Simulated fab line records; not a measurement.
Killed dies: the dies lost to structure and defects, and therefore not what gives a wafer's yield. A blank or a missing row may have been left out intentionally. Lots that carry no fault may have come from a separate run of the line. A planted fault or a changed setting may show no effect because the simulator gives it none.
8D (eight disciplines) problem report, filled in by code | flow berkeleyCmos170 | the parts of the form that need people (team, actions taken, sign-off) are left out

## 1. THE ISSUE
ph3FlowSccm at UCB170_CONTACT_CVD_01 reads a mean of 30.05 sccm on 6 wafers of 2 lots; wafers without a fault read 24.99 sccm with a standard deviation of 0.085. That is +60 standard deviations from the usual mean.
The step: deposits PSG from SiH4/O2/PH3, target thk 700 nm, time 2820 s.
Earliest sighting: wafer L936.1 on lpcvd-02 at day 8 20:17. Wafers with a number at this step in the record: 36, from 12 lots. By rule, "out" or "out of limits" means more than 4 standard deviations away from the usual mean. All remaining wafers that have a number are taken as sound.

## 2. WHAT IT IS AND WHAT IT IS NOT
question                    | is                     | is not
which readings at this step | ph3FlowSccm            | -
which lots                  | L936, L937             | L925, L926, L930, L931, L932, L939, L940, L941, L945, L946
which wafers of those lots  | all that have a number | -
read on which tools         | lpcvd-02               | lpcvd-01
when                        | from day 8 20:17       | up to then (15 sound wafers); but 15 sound wafers of L939, L940, L941, L945, L946 came after

## 3. WHAT RULES OUT EACH SUSPECT
Counting: a tool at any process step up to the reading remains a suspect when it ran all the lots that are out and ran no sound lot after the first of those.
- lpcvd-02 at UCB170_CONTACT_CVD_01 (deposits PSG from SiH4/O2/PH3, target thk 700 nm, time 2820 s): kept. Every lot that is out went through it, starting with L936 (day 8 20:17), and after that it ran no sound lot; the last sound lot it ran before then is L930 (day 7 18:55). Its own readings are out on those wafers: ph3FlowSccm.
The count leaves lpcvd-02 at UCB170_CONTACT_CVD_01.

## 4. THE CAUSE (what the simulator had put in)
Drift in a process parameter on lpcvd-02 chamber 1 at UCB170_CONTACT_CVD_01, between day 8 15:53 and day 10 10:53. From 25, the setting ph3FlowSccm moved by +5.
This tool alone remained once counting was done.

## 5. THE EFFECT CHAIN, in route order
Each row: a reading where the mean over the struck wafers with a number is more than 3 standard deviations away from the usual. Only readings whose record carries a usual standard deviation are examined. hours: median over the lots of the time between each lot's start at the first step of this table that gives one and its start at this step. sigmas: the change, counted in usual standard deviations.
hours | step                  | reading     | usual      | on struck wafers | change | sigmas
0     | UCB170_CONTACT_CVD_01 | ph3FlowSccm | 24.99 sccm | 30.05            | +5.06  | +60
Its process steps:
- UCB170_CONTACT_CVD_01: deposits PSG from SiH4/O2/PH3, target thk 700 nm, time 2820 s.

## 6. WHAT WOULD HAVE CAUGHT IT SOONER
In this record the first reading out of limits was taken at day 8 20:17, 4 hours after the fault began at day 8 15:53.
